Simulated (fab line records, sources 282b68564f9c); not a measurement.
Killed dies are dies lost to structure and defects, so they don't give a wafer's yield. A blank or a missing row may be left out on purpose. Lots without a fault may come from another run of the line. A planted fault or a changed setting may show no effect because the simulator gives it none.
A struck lot beside a sound one | flow rit_cmos | 39 steps out of a route of 202
Sound: wafers L107.1, L107.4, L107.6. Struck: wafers L113.3, L113.4, L113.6. The cause comes at the end.
At each step with rows: each side's tool, then ch and its chambers, then its first start. Under that, the readings that differ: sound wafers | struck wafers | difference of the means | sigmas: that difference in standard deviations of wafers without a fault.
alike: readings whose means differ by less than 2 such deviations, and words and numbers that are the same on both sides. not compared: withheld readings, readings that some wafer has no value for, bounds like >300 that may hide the same value, and numbers for which the record gives no deviation and whose values overlap.
The two part at a step that has a row with sigmas, a row that says differs or no value, or rows on one side only. Numbers that don't overlap but have no deviation are shown without sigmas and don't part them. A reading that every wafer of one side lacks parts them only if that side has two wafers or more.

first, 3 steps without rows for these wafers: RIT_GATE_EXPOSE_13 (exposes mask M6, target cd 150 nm); RIT_GATE_PEB_14; RIT_GATE_DEVELOP_15 (develop time 50 s).
RIT_GATE_CD_MEAS_16: target cd 150 nm.
  sound on cd_sem-01, day 3 17:35; struck on cd_sem-01, day 5 00:52
  alike: cd_nm
RIT_GATE_OVL_MEAS_17:
  sound on overlay-02, day 3 17:43; struck on overlay-01, day 5 00:58
  alike: GATE_OVL
then, 1 step without rows for these wafers: RIT_GATE_HARDBAKE_18 (time 60 s).
RIT_GATE_ETCH_19: etches poly-Si in SF6/CHF3/O2, stops on SiO2, time 165 s, target depth 312.5 nm.
  sound on rie_si-01 ch 0,1,3, day 3 17:54; struck on rie_si-01 ch 2,3, day 5 01:08
  alike: drypump_motor_current_A, oes_product_au, throttle_valve_pct
  not compared: rf_hours_counter_h
RIT_GATE_STRIP_20: strips in O2, time 180 s.
  sound on plasma_asher-01 ch 0,1, day 3 18:00; struck on plasma_asher-02 ch 0,1, day 5 01:18
  alike: drypump_motor_current_A
  not compared: rf_hours_counter_h
RIT_GATE_CD_MEAS_90: target cd 150 nm.
  sound on cd_sem-02, day 3 18:11; struck on cd_sem-01, day 5 01:28
  alike: cd_nm
then, 3 steps without rows for these wafers: RIT_REOX_CLEAN_00 (cleans in SC1, time 600 s); RIT_REOX_CLEAN_01 (cleans in dHF, time 30 s); RIT_REOX_CLEAN_02 (cleans in SC2, time 600 s).
RIT_REOX_OXIDATION_03: target thk 25.2 nm, ox time 5580 s.
  sound on furnace-04 ch 0, day 3 19:44; struck on furnace-03 ch 0, day 5 01:54
  reading                                     | sound                | struck              | difference | sigmas
  spike_tc_centre_C (C)                       | 904.8 904.2 904.1    | 913.7 915.2 915.7   | +10.5      | +5
  spike_tc_load_C (C)                         | 924.5 926.8 926.3    | 946.4 943.3 945.9   | +19.3      | +8
  spike_tc_source_C (C)                       | 921.2 921.9 920.2    | 933.7 935.6 933.7   | +13.2      | +8
  tube_center_temp_C (C)                      | 900.03 899.87 900.08 | 915.01 915.1 915.05 | +15.06     | +99 or more
  tube_center_temp_C_max                      | 902.6 901.7 903.2    | 917.5 917.7 917.7   | +15.1      | +38
  zone_power_load_pct (%)                     | 26.3 26.5 26.5       | 27.9 28.1 27.9      | +1.5       | +3
  model.SiO2_of_REOX_OXIDATION_03.thk_nm (nm) | 25.18 25.1 25.16     | 29.55 29.92 30.04   | +4.69      |
  alike: zone_power_source_pct
RIT_REOX_THK_MEAS_04:
  sound on film_metro-01, day 3 22:17; struck on film_metro-03, day 5 04:28
  reading             | sound          | struck         | difference | sigmas
  REOX_OXIDE_THK (nm) | 25.2 25.1 25.1 | 29.6 30.0 30.0 | +4.7       | +11
then, 6 steps without rows for these wafers: RIT_NLDD_HMDS_00 (prime time 60 s); RIT_NLDD_COAT_01 (resist thk 1000 nm); RIT_NLDD_SOFTBAKE_02 (time 60 s); RIT_NLDD_EXPOSE_03 (exposes mask M7, target cd 40700 nm); RIT_NLDD_PEB_04; RIT_NLDD_DEVELOP_05 (develop time 50 s).
RIT_NLDD_OVL_MEAS_06:
  sound on overlay-01, day 3 23:12; struck on overlay-01, day 5 05:30
  alike: NLDD_OVL
then, 2 steps without rows for these wafers: RIT_NLDD_HARDBAKE_07 (time 60 s); RIT_NLDD_IMPLANT_08.
RIT_NLDD_STRIP_09: strips in O2, time 180 s.
  sound on plasma_asher-04 ch 0,1, day 3 23:32; struck on plasma_asher-03 ch 0,1, day 5 05:53
  alike: drypump_motor_current_A
  not compared: rf_hours_counter_h
RIT_NLDD_TW_MEAS_10:
  sound on film_metro-04, day 3 23:43; struck on film_metro-02, day 5 06:01
  alike: NLDD_TW
then, 6 steps without rows for these wafers: RIT_PLDD_HMDS_00 (prime time 60 s); RIT_PLDD_COAT_01 (resist thk 1000 nm); RIT_PLDD_SOFTBAKE_02 (time 60 s); RIT_PLDD_EXPOSE_03 (exposes mask M8, target cd 40900 nm); RIT_PLDD_PEB_04; RIT_PLDD_DEVELOP_05 (develop time 50 s).
RIT_PLDD_OVL_MEAS_06:
  sound on overlay-01, day 4 00:37; struck on overlay-01, day 5 07:03
  alike: PLDD_OVL
then, 2 steps without rows for these wafers: RIT_PLDD_HARDBAKE_07 (time 60 s); RIT_PLDD_IMPLANT_08.
RIT_PLDD_STRIP_09: strips in O2, time 180 s.
  sound on plasma_asher-04 ch 0,1, day 4 00:57; struck on plasma_asher-03 ch 0,1, day 5 07:26
  alike: drypump_motor_current_A
  not compared: rf_hours_counter_h
RIT_PLDD_TW_MEAS_10:
  sound on film_metro-02, day 4 01:08; struck on film_metro-04, day 5 07:34
  alike: PLDD_TW
RIT_SPACER_CLEAN_00: cleans in SC1, time 600 s.
  sound on wet_bench-04 ch 2, day 4 01:11; struck on wet_bench-04 ch 3, day 5 07:36
  reading                                     | sound             | struck            | difference | sigmas
  model.SiO2_of_REOX_OXIDATION_03.thk_nm (nm) | 23.23 23.17 23.22 | 27.23 27.58 27.68 | +4.29      |
  alike: bath_heat_duty_pct
then, 1 step without rows for these wafers: RIT_SPACER_CLEAN_01 (cleans in dHF, time 30 s).
RIT_M1_PROBE_99:
  sound on prober-02, day 4 14:19; struck on prober-01, day 5 21:20
  reading                             | sound             | struck            | difference | sigmas
  model.etest.pmos_turned.r_on_ohm_um | 3371 3412 3358    | 4449 4543 4533    | +1128      |
  model.etest.pmos_0p3.r_on_ohm_um    | 6159 6228 6241    | 6791 6804 6712    | +560       |
  model.etest.pmos_0p15.r_on_ohm_um   | 2703 2786 2720    | 3283 3290 3267    | +544       |
  model.etest.pldd.rs_ohm_sq          | 502.4 494.6 498   | 747.5 783.6 793.3 | +276.5     |
  model.etest.nmos_0p3.r_on_ohm_um    | 2128 2146 2144    | 2351 2310 2324    | +189       |
  model.etest.nmos_0p15.r_on_ohm_um   | 1108 1140 1117    | 1306 1302 1338    | +194       |
  model.etest.nmos_turned.drive_ua_um | 328.3 325.8 335.1 | 217.3 208.4 206.3 | -119.1     |
  model.etest.nldd.rs_ohm_sq          | 377.9 374.9 377   | 483.3 494.6 495.3 | +114.5     |
  alike: killed_at_contacts, killed_at_front_end, killed_dies, killed_open, killed_short

WHERE THEY PART
First at RIT_REOX_OXIDATION_03; last, within this record, at RIT_REOX_THK_MEAS_04. Later steps at which nothing parts them and some readings are alike: RIT_NLDD_OVL_MEAS_06, RIT_NLDD_STRIP_09, RIT_NLDD_TW_MEAS_10, RIT_PLDD_OVL_MEAS_06, RIT_PLDD_STRIP_09, RIT_PLDD_TW_MEAS_10, RIT_SPACER_CLEAN_00, RIT_M1_PROBE_99.

WHY: what the simulator had put in
Process parameter drift: furnace-03, from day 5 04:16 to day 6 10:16, at RIT_REOX_OXIDATION_03. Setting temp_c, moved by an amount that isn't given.
